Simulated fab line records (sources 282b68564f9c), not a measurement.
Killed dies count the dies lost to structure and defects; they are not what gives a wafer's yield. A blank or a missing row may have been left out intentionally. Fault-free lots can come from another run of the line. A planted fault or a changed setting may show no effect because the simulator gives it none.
fab line records | flow ritCmos
record: lots: 6 | wafers: 18 | lastDay: 7
route steps=202 shown GATE@83 M1@202
lots that met no fault: from a run of the same line without faults
startH: hours from the record's first day to the start of the lot's first wafer shown | waitH: time in hours since the lot's previous step | " repeats the value in the row above | L1.1+2: one row covering several wafers at once | - no value, or no start was given | * or withheld: withheld | < > ~ a bound
route shown NAME@n: a module of which the file shows steps, and the number in the route of the first | usual: average and standard deviation across the fault-free wafers | same: alike in all rows | chamber/n: place in a boat | sites: each site's reading | _std_site: standard deviation of those values | _edge_site: outer sites' mean less inner sites' | radiusMm: for every site, how far away it sits from the centre of the wafer | mask NAME#n: copy n | behind: the tool/chamber that last shaped the wafer | hold: cause of the lot's hold/its duration in hours/its outcome | device: which transistor (n, p or np) failed to switch | end of line: at the end of the route, the tests of the same wafers | a step with no rows: only its recipe | killed: not the wafer's yield, but the dies lost to structure and defects at the first sort | map: a wafer's dies, x killed, . not, _ none there
set.NAME: setting as actually run; set.NAME@STEP: the setting as run at that earlier step | model.NAME: the simulator's own value behind a step, which no gauge read
lots seen at some steps along the route; tables by step, rows by wafer
services: the hour from which a tool's chamber was out of use, counted from the record's first day as startH (under 0 if before that day), plus the number of hours and why
== steps ==
step: RIT_GATE_THK_MEAS_07
recipe: reads: SiO2_of_GATE_OXIDATION_05
usual: GATE_OXIDE_THK: 3.01/0.063
lot.wafer | tool         | chamber | startH | waitH | GATE_OXIDE_THK[nm]
L727.1    | filmMetro-01 | -       | 69.92  | 0.0   | 2.95
L727.3    | "            | -       | "      | "     | 2.95
L727.6    | "            | -       | "      | "     | 3.01
L728.1    | filmMetro-04 | -       | 73.76  | 0.0   | 2.95
L728.3    | "            | -       | "      | "     | 2.95
L728.5    | "            | -       | "      | "     | 2.97
L736.2    | filmMetro-01 | -       | 113.02 | 0.0   | 2.97
L736.3    | "            | -       | "      | "     | 2.95
L736.4    | "            | -       | "      | "     | 2.95
L738.1    | filmMetro-01 | -       | 123.26 | 0.0   | 3.06
L738.4    | "            | -       | "      | "     | 3.05
L738.5    | "            | -       | "      | "     | 3.07
L741.3    | filmMetro-01 | -       | 136.71 | 0.0   | 3.16
L741.4    | "            | -       | "      | "     | 3.24
L741.6    | "            | -       | "      | "     | 3.17
L743.3    | filmMetro-04 | -       | 148.39 | 0.0   | 2.98
L743.5    | "            | -       | "      | "     | 3.08
L743.6    | "            | -       | "      | "     | 3.01
step: RIT_GATE_CVD_08
recipe: material: poly-Si | targetThkNm: 250 | tempC: 610 | precursor: SiH4 | timeS: 2220 | pressureMtorr: 300 | sih4FlowSccm: 100
step: RIT_GATE_THK_MEAS_09
recipe: reads: poly-Si_of_GATE_CVD_08
usual: GATE_POLY_THK: 251.3/2.2
lot.wafer | tool         | chamber | startH | waitH | GATE_POLY_THK[nm]
L727.1    | filmMetro-04 | -       | 71.60  | 0.0   | 250.6
L727.3    | "            | -       | "      | "     | 251.4
L727.6    | "            | -       | "      | "     | 251.1
L728.1    | filmMetro-01 | -       | 75.44  | 0.0   | 253.9
L728.3    | "            | -       | "      | "     | 254.6
L728.5    | "            | -       | "      | "     | 253.6
L736.2    | filmMetro-04 | -       | 114.83 | 0.0   | 250.6
L736.3    | "            | -       | "      | "     | 251.7
L736.4    | "            | -       | "      | "     | 254.9
L738.1    | filmMetro-01 | -       | 124.94 | 0.0   | 248.9
L738.4    | "            | -       | "      | "     | 248.4
L738.5    | "            | -       | "      | "     | 251.2
L741.3    | filmMetro-04 | -       | 138.39 | 0.0   | 254.9
L741.4    | "            | -       | "      | "     | 253.8
L741.6    | "            | -       | "      | "     | 252.4
L743.3    | filmMetro-04 | -       | 150.36 | 0.0   | 248.3
L743.5    | "            | -       | "      | "     | 249.7
L743.6    | "            | -       | "      | "     | 249.3
step: RIT_GATE_HMDS_10
recipe: primeTimeS: 60 | primeTempC: 140
step: RIT_GATE_COAT_11
recipe: resist: NOVOLAK | spinRpm: 4250 | resistThkNm: 850
step: RIT_GATE_SOFTBAKE_12
recipe: resist: NOVOLAK | tempC: 90 | timeS: 60
step: RIT_GATE_EXPOSE_13
recipe: maskId: M6 | na: 0.6 | sourceShape: conventional | sigmaOuter: 0.6 | targetCdNm: 150 | doseMj: 386.1
step: RIT_GATE_PEB_14
recipe: resist: NOVOLAK | tempC: withheld | timeS: withheld
step: RIT_GATE_DEVELOP_15
recipe: resist: NOVOLAK | developTimeS: 50 | devTempC: 23
step: RIT_GATE_CD_MEAS_16
recipe: targetCdNm: 150
usual: cdNm: 150.2/2.7
lot.wafer | tool     | chamber | startH | waitH | cdNm
L727.1    | cdSem-02 | -       | 72.64  | -     | 145.3
L727.3    | "        | -       | "      | "     | 144.7
L727.6    | "        | -       | "      | "     | 145.3
L728.1    | cdSem-02 | -       | 76.35  | -     | 149.4
L728.3    | "        | -       | "      | "     | 149.1
L728.5    | "        | -       | "      | "     | 149.1
L736.2    | cdSem-01 | -       | 115.88 | -     | 146.8
L736.3    | "        | -       | "      | "     | 147.3
L736.4    | "        | -       | "      | "     | 150.2
L738.1    | cdSem-02 | -       | 125.85 | -     | 151.7
L738.4    | "        | -       | "      | "     | 153.2
L738.5    | "        | -       | "      | "     | 152.9
L741.3    | cdSem-02 | -       | 139.45 | -     | 151.4
L741.4    | "        | -       | "      | "     | 150.4
L741.6    | "        | -       | "      | "     | 152.0
L743.3    | cdSem-01 | -       | 151.29 | -     | 154.0
L743.5    | "        | -       | "      | "     | 155.4
L743.6    | "        | -       | "      | "     | 157.2
step: RIT_GATE_OVL_MEAS_17
usual: GATE_OVL: -0.3/1.1
lot.wafer | tool       | chamber | startH | waitH | GATE_OVL[nm]
L727.1    | overlay-01 | -       | 72.76  | 0.1   | -0.8
L727.3    | "          | -       | "      | "     | 0.0
L727.6    | "          | -       | "      | "     | -1.6
L728.1    | overlay-02 | -       | 76.47  | 0.1   | 0.7
L728.3    | "          | -       | "      | "     | 0.0
L728.5    | "          | -       | "      | "     | -1.7
L736.2    | overlay-01 | -       | 115.98 | 0.1   | -1.8
L736.3    | "          | -       | "      | "     | -0.1
L736.4    | "          | -       | "      | "     | 0.7
L738.1    | overlay-01 | -       | 125.97 | 0.1   | 2.3
L738.4    | "          | -       | "      | "     | -1.5
L738.5    | "          | -       | "      | "     | -0.2
L741.3    | overlay-01 | -       | 139.54 | 0.1   | 0.2
L741.4    | "          | -       | "      | "     | -0.9
L741.6    | "          | -       | "      | "     | -0.6
L743.3    | overlay-01 | -       | 151.39 | 0.1   | 0.5
L743.5    | "          | -       | "      | "     | 0.8
L743.6    | "          | -       | "      | "     | -2.0
step: RIT_GATE_HARDBAKE_18
recipe: resist: NOVOLAK | tempC: 140 | timeS: 60
step: RIT_GATE_ETCH_19
recipe: chemistry: SF6/CHF3/O2 | timeS: 165 | SF6_flow_sccm: 30 | CHF3_flow_sccm: 30 | O2_flow_sccm: 5 | target: poly-Si | pressureMtorr: 40 | rfW: 160 | targetDepthA: 3125 | overEtchFrac: 0.25 | stopOn: SiO2
usual: CHF3_flow_sccm: 29.99/0.1 | drypumpMotorCurrentA: 6.12/0.17 | oesProductAu: 0.849/0.0096 | overEtchFrac: 0.25/0 | throttleValvePct: 10.25/0.16
lot.wafer | tool     | chamber | startH | waitH | CHF3_flow_sccm | drypumpMotorCurrentA | oesProductAu | overEtchFrac | rfHoursCounterH | throttleValvePct
L727.1    | rieSi-02 | 2       | 72.94  | 0.1   | 29.89          | 6.17                 | 0.857        | 0.25         | 124             | 10.05
L727.3    | "        | 3       | "      | "     | 30.12          | 5.94                 | 0.854        | 0.25         | 1               | 10.05
L727.6    | "        | 1       | "      | "     | 29.98          | 6.07                 | 0.854        | 0.25         | -               | 10.50
L728.1    | rieSi-01 | 0       | 76.65  | 0.1   | 29.98          | 6.34                 | 0.847        | 0.25         | 111             | 10.29
L728.3    | "        | 1       | "      | "     | 29.95          | 6.31                 | 0.857        | 0.25         | 1               | 10.18
L728.5    | "        | 3       | "      | "     | 29.85          | 5.91                 | 0.841        | 0.25         | -               | 10.22
L736.2    | rieSi-01 | 1       | 116.18 | 0.1   | 29.93          | 6.33                 | 0.855        | 0.25         | 1               | 10.17
L736.3    | "        | 3       | "      | "     | 29.92          | 5.92                 | 0.841        | 0.25         | 140             | 10.24
L736.4    | "        | 2       | "      | "     | 29.90          | 6.22                 | 0.879        | 0.22192      | 23              | 10.51
L738.1    | rieSi-01 | 2       | 126.16 | 0.1   | 29.90          | 6.26                 | 0.876        | 0.22192      | 23              | 10.49
L738.4    | "        | 0       | "      | "     | 29.92          | 6.31                 | 0.832        | 0.25         | 111             | 10.29
L738.5    | "        | 1       | "      | "     | 29.81          | 6.34                 | 0.859        | 0.25         | -               | 10.16
L741.3    | rieSi-02 | 1       | 139.71 | 0.1   | 30.02          | 6.07                 | 0.858        | 0.25         | 136             | 10.49
L741.4    | "        | 2       | "      | "     | 30.04          | 6.16                 | 0.869        | 0.25         | 124             | 10.05
L741.6    | "        | 0       | "      | "     | 29.97          | 5.93                 | 0.863        | 0.25         | -               | 10.23
L743.3    | rieSi-02 | 2       | 151.69 | 0.1   | 30.05          | 6.17                 | 0.857        | 0.25         | 124             | 10.04
L743.5    | "        | 2       | "      | "     | 30.06          | 6.17                 | 0.866        | 0.25         | -               | 10.04
L743.6    | "        | 3       | "      | "     | 29.88          | 5.96                 | 0.840        | 0.25         | -               | 10.05
step: RIT_GATE_STRIP_20
recipe: chemistry: O2 | timeS: 180 | resist: NOVOLAK | platenTempC: withheld | powerW: 500 | pressureMtorr: 4000 | o2FlowSccm: 4000
usual: drypumpMotorCurrentA: 5.7/0.37
lot.wafer | tool           | chamber | startH | waitH | drypumpMotorCurrentA | rfHoursCounterH
L727.1    | plasmaAsher-02 | 1       | 73.05  | 0.1   | 6.0                  | 41
L727.3    | "              | 0       | "      | "     | 5.7                  | -
L727.6    | "              | 0       | "      | "     | 5.6                  | -
L728.1    | plasmaAsher-01 | 1       | 76.76  | 0.1   | 5.9                  | 30
L728.3    | "              | 0       | "      | "     | 4.8                  | -
L728.5    | "              | 0       | "      | "     | 4.8                  | -
L736.2    | plasmaAsher-02 | 1       | 116.29 | 0.1   | 5.9                  | 46
L736.3    | "              | 1       | "      | "     | 6.0                  | -
L736.4    | "              | 0       | "      | "     | 5.7                  | -
L738.1    | plasmaAsher-04 | 0       | 126.26 | 0.1   | 5.9                  | 48
L738.4    | "              | 1       | "      | "     | 5.8                  | -
L738.5    | "              | 1       | "      | "     | 5.8                  | -
L741.3    | plasmaAsher-02 | 0       | 139.88 | 0.1   | 5.7                  | -
L741.4    | "              | 1       | "      | "     | 6.0                  | -
L741.6    | "              | 0       | "      | "     | 5.7                  | -
L743.3    | plasmaAsher-02 | 1       | 151.85 | 0.1   | 5.9                  | -
L743.5    | "              | 0       | "      | "     | 5.7                  | -
L743.6    | "              | 1       | "      | "     | 6.0                  | -
step: RIT_M1_PROBE_99
usual: killedAtFrontEnd: 6.7/2.6 | killedDies: 6.8/2.6 | killedOnRim: 1.9/1.3 | killedOpen: 3.3/1.7 | killedShort: 3.4/2
same: grossDies: 264 | killed_at_M0_to_M3: 0 | killed_at_M4_up: 0 | killedAtBackSide: 0 | killedAtContacts: 0 | killedAtOther: 0
lot.wafer | tool      | chamber | startH | waitH | killedAtFrontEnd | killedDies | killedOnRim | killedOpen | killedShort | model.etest.polyCombOverSteps.leakLog10AUm
L727.1    | prober-01 | -       | 92.69  | 0.1   | 8                | 8          | 1           | 5          | 2           | -12.99
L727.3    | prober-01 | -       | 92.79  | 0.2   | 3                | 3          | 1           | 0          | 3           | -12.72
L727.6    | prober-01 | -       | 92.94  | 0.2   | 5                | 5          | 1           | 3          | 2           | -12.81
L728.1    | prober-02 | -       | 97.91  | 0.1   | 5                | 5          | 2           | 2          | 3           | -12.78
L728.3    | prober-02 | -       | 98.01  | 0.2   | 6                | 6          | 3           | 5          | 1           | -12.71
L728.5    | prober-02 | -       | 98.11  | 0.2   | 5                | 5          | 2           | 4          | 1           | -12.88
L736.2    | prober-01 | -       | 137.52 | 0.1   | 6                | 6          | 1           | 3          | 3           | -12.8
L736.3    | prober-01 | -       | 137.57 | 0.2   | 3                | 3          | 0           | 1          | 1           | -12.57
L736.4    | prober-01 | -       | 137.62 | 0.2   | 13               | 13         | 6           | 7          | 6           | -11.48
L738.1    | prober-02 | -       | 147.08 | 0.1   | 7                | 7          | 4           | 3          | 4           | -12.28
L738.4    | prober-02 | -       | 147.23 | 0.2   | 13               | 13         | 3           | 4          | 9           | -12.77
L738.5    | prober-02 | -       | 147.28 | 0.2   | 5                | 5          | 2           | 3          | 2           | -12.91
L741.3    | prober-01 | -       | 160.14 | 0.2   | 5                | 5          | 2           | 2          | 3           | -12.64
L741.4    | prober-01 | -       | 160.19 | 0.2   | 8                | 8          | 2           | 1          | 7           | -12.8
L741.6    | prober-01 | -       | 160.29 | 0.2   | 11               | 11         | 2           | 4          | 7           | -12.86
L743.3    | prober-01 | -       | 171.90 | 0.2   | 11               | 11         | 2           | 4          | 7           | -12.83
L743.5    | prober-01 | -       | 172.00 | 0.2   | 5                | 5          | 2           | 3          | 2           | -12.8
L743.6    | prober-01 | -       | 172.05 | 0.2   | 3                | 3          | 1           | 1          | 2           | -12.68
killed by level:class
L727.1 SILICIDE:geometricParticle:open=2 ACTIVE:geometricParticle:open=1 FOX1:geometricParticle:open=1 FOX1:geometricParticle:short=1 GATE:geometricParticle:short=1 SPACER:geometricParticle:open=1 NWELL:coatMicrobubblePrinted=1
L727.3 FOX2:geometricParticle:short=1 REOX:geometricParticle:short=1 SPACER:geometricParticle:short=1
L727.6 FOX1:geometricParticle:short=2 GATE:geometricParticle:open=2 FOX2:geometricParticle:open=1
L728.1 FOX1:geometricParticle:open=1 GATE:geometricParticle:short=1 SPACER:geometricParticle:short=1 SILICIDE:geometricParticle:open=1 SILICIDE:geometricParticle:short=1
L728.3 FOX2:geometricParticle:open=2 GATE:geometricParticle:open=2 GATE:geometricParticle:short=1 SILICIDE:geometricParticle:open=1
L728.5 FOX2:geometricParticle:short=1 FOX2:geometricParticle:open=1 GATE:geometricParticle:open=1 REOX:geometricParticle:open=1 SILICIDE:geometricParticle:open=1
L736.2 GATE:geometricParticle:short=2 FOX1:geometricParticle:open=1 REOX:geometricParticle:open=1 SPACER:geometricParticle:open=1 SILICIDE:geometricParticle:short=1
L736.3 REOX:geometricParticle:open=1 SILICIDE:geometricParticle:short=1 PSD:coatMicrobubblePrinted=1
L736.4 GATE:geometricParticle:short=3 GATE:geometricParticle:open=3 REOX:geometricParticle:short=2 REOX:geometricParticle:open=2 FOX1:geometricParticle:short=1 FOX1:geometricParticle:open=1 SILICIDE:geometricParticle:open=1
L738.1 GATE:geometricParticle:short=4 GATE:geometricParticle:open=2 FOX2:geometricParticle:open=1
L738.4 GATE:geometricParticle:short=3 FOX1:geometricParticle:short=2 FOX2:geometricParticle:short=2 REOX:geometricParticle:short=2 SILICIDE:geometricParticle:open=2 GATE:geometricParticle:open=1 REOX:geometricParticle:open=1
L738.5 GATE:geometricParticle:open=3 GATE:geometricParticle:short=1 SILICIDE:geometricParticle:short=1
L741.3 FOX1:geometricParticle:open=1 GATE:geometricParticle:short=1 REOX:geometricParticle:short=1 SPACER:geometricParticle:short=1 SPACER:geometricParticle:open=1
L741.4 GATE:geometricParticle:short=4 REOX:geometricParticle:open=1 REOX:geometricParticle:short=1 SPACER:geometricParticle:short=1 SILICIDE:geometricParticle:short=1
L741.6 GATE:geometricParticle:open=3 FOX1:geometricParticle:short=2 GATE:geometricParticle:short=2 SPACER:geometricParticle:short=2 FOX1:geometricParticle:open=1 REOX:geometricParticle:short=1
L743.3 GATE:geometricParticle:open=3 FOX1:geometricParticle:short=2 GATE:geometricParticle:short=2 SILICIDE:geometricParticle:short=2 REOX:geometricParticle:open=1 SPACER:geometricParticle:short=1
L743.5 FOX1:geometricParticle:open=1 FOX1:geometricParticle:short=1 GATE:geometricParticle:short=1 SPACER:geometricParticle:open=1 SILICIDE:geometricParticle:open=1
L743.6 GATE:geometricParticle:short=2 REOX:geometricParticle:open=1
== services ==
tool           | chamber | startH | hours | kind
rieSi-01       | -       | 60.54  | 2.8   | pm
plasmaAsher-04 | -       | 62.96  | 15.9  | pm
plasmaAsher-02 | -       | 67.06  | 1.2   | repair
rieSi-01       | -       | 91.45  | 0.7   | repair
rieSi-02       | -       | 95.95  | 1.5   | repair
rieSi-02       | -       | 105.20 | 2.8   | pm
rieSi-02       | 2       | 138.22 | 1.0   | repair
rieSi-02       | 0       | 142.40 | 3.4   | repair
== key ==
firstSign: step: RIT_GATE_ETCH_19 | reading: overEtchFrac | direction: down | sigmas: 99+ | usual: 0.25 | struck: 0.22192
effect none on later readings
modelEffect: step: RIT_M1_PROBE_99 | value: etest.polyCombOverSteps.leakLog10AUm | without: -12.52 | struck: -11.88
metAt RIT_GATE_ETCH_19
struckWafers L736.4,L738.1
testerLeftOut L736,L738
fault: kind: processParameterDrift | tool: rieSi-01 | chamber: 2 | onsetH: 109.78 | steps: RIT_GATE_ETCH_19 | channel: overEtchFrac | offset: -0.028081 | shape: step | endH: 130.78 | stated: 0.25
testerLeftOut: of these lots the tester's yield and bins aren't shown, on N5 and GAA mostly nor the transistor test; their killed dies are dies lost to structure and defects alone, not to doping, threshold or leakage, so they don't give the yield
